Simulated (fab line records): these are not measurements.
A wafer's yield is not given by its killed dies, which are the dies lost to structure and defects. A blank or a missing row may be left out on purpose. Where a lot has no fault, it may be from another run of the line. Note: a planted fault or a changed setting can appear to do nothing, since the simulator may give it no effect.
Check for tools in common | flow berkeley cmos170 | Sampled: 15 lots, 45 wafers

## WHAT PROMPTED THE OPENING
3 of 15 lots carry a flag on the reading M3_AL_RS at UCB170_M3_RS_MEAS_02. Wafers without a fault read 0.0315 ohm/sq, standard deviation 0.00028.
Rule: a lot gets a flag if all its wafers with a number sit over 4 standard deviations from that mean, or if no wafer of it has a number. As for the other lots, they are considered sound.

lot  | measured     | on            | M3_AL_RS (ohm/sq), wafer by wafer | flag
L324 | day 7 02:04  | film metro-01 | 0.03199 0.03169 0.03172           |
L327 | day 8 05:50  | film metro-03 | 0.03151 0.03164 0.0314            |
L326 | day 8 06:01  | film metro-01 | 0.03146 0.03176 0.03167           |
L328 | day 8 06:12  | film metro-04 | 0.03192 0.03198 0.03154           |
L329 | day 8 14:38  | film metro-04 | 0.03159 0.03144 0.03135           |
L330 | day 9 04:08  | film metro-01 | 0.03148 0.03122 0.03137           |
L332 | day 9 04:40  | film metro-01 | 0.03142 0.03136 0.03125           |
L331 | day 9 15:14  | film metro-01 | 0.03162 0.03177 0.03181           |
L333 | day 9 15:29  | film metro-03 | 0.03162 0.03167 0.03157           |
L336 | day 11 00:36 | film metro-01 | 0.03157 0.0315 0.03156            |
L338 | day 11 09:41 | film metro-04 | 0.03123 0.03135 0.03113           |
L337 | day 11 11:25 | film metro-03 | 0.03138 0.03135 0.03142           |
L339 | day 11 11:42 | film metro-04 | 0.01561 0.01565 0.01558           | FLAGGED
L343 | day 12 10:23 | film metro-03 | 0.01585 0.01579 0.0158            | FLAGGED
L344 | day 12 10:28 | film metro-04 | 0.01576 0.01586 0.01572           | FLAGGED
On average the flagged lots' numbers are 0.0157 ohm/sq, which is -0.0158 ohm/sq against the usual, or -56 standard deviations.

## WHICH TOOL EACH LOT WENT THROUGH
Before the reading, the record contains 2 process steps out of a 331-step route. Read each cell as the tool, then ch plus the chambers that the sampled wafers visited, then the start.
lot  | flag    | UCB170_V2_CMP_02              | UCB170_M3_SPUTTER_01
L324 |         | cmp-01 ch 0,1,2, day 6 23:54  | pvd sputter-02, day 7 01:58
L327 |         | cmp-01 ch 0,1, day 8 02:52    | pvd sputter-02, day 8 05:46
L326 |         | cmp-01 ch 1,2,3, day 8 03:25  | pvd sputter-01, day 8 05:55
L328 |         | cmp-01 ch 0,1,3, day 8 03:13  | pvd sputter-04, day 8 06:07
L329 |         | cmp-01 ch 0,1,2, day 8 12:14  | pvd sputter-04, day 8 14:33
L330 |         | cmp-02 ch 0,2,3, day 9 01:40  | pvd sputter-04, day 9 04:02
L332 |         | cmp-01 ch 0,2, day 9 02:14    | pvd sputter-01, day 9 04:35
L331 |         | cmp-01 ch 0,3, day 9 11:27    | pvd sputter-04, day 9 15:08
L333 |         | cmp-02 ch 0,1,3, day 9 11:48  | pvd sputter-01, day 9 15:22
L336 |         | cmp-02 ch 0,1,3, day 10 21:53 | pvd sputter-02, day 11 00:31
L338 |         | cmp-01 ch 1,2,3, day 11 06:30 | pvd sputter-02, day 11 09:36
L337 |         | cmp-02 ch 0,1,2, day 11 07:52 | pvd sputter-01, day 11 11:19
L339 | FLAGGED | cmp-01 ch 1,2,3, day 11 08:16 | pvd sputter-04, day 11 11:22
L343 | FLAGGED | cmp-02 ch 0,1,2, day 12 06:42 | pvd sputter-02, day 12 09:57
L344 | FLAGGED | cmp-01 ch 1,2,3, day 12 06:43 | pvd sputter-04, day 12 10:08
What is done by these steps:
- UCB170_V2_CMP_02: polishes SiO2.
- UCB170_M3_SPUTTER_01: material Al, target thk 900 nm, time 120 s.
- UCB170_M3_RS_MEAS_02: measures by four-point-probe.

## FLAGGED AGAINST TOTAL, ONE TOOL AT A TIME (gauges that did the reading follow at the end)
step                 | tool           | lots run | flagged | share of the flagged lots | sound lots run after its first flagged lot
UCB170_V2_CMP_02     | cmp-01         | 10       | 2       | some                      | 0
UCB170_V2_CMP_02     | cmp-02         | 5        | 1       | some                      | 0
UCB170_M3_SPUTTER_01 | pvd sputter-01 | 4        | 0       | none                      | -
UCB170_M3_SPUTTER_01 | pvd sputter-02 | 5        | 1       | some                      | 0
UCB170_M3_SPUTTER_01 | pvd sputter-04 | 6        | 2       | some                      | 0
UCB170_M3_RS_MEAS_02 | film metro-01  | 6        | 0       | none                      | -
UCB170_M3_RS_MEAS_02 | film metro-03  | 4        | 1       | some                      | 0
UCB170_M3_RS_MEAS_02 | film metro-04  | 5        | 2       | some                      | 0

## WHAT THE TABLE ALLOWS
No row of the table ran every flagged lot.

## WHAT THE SIMULATOR PUT IN
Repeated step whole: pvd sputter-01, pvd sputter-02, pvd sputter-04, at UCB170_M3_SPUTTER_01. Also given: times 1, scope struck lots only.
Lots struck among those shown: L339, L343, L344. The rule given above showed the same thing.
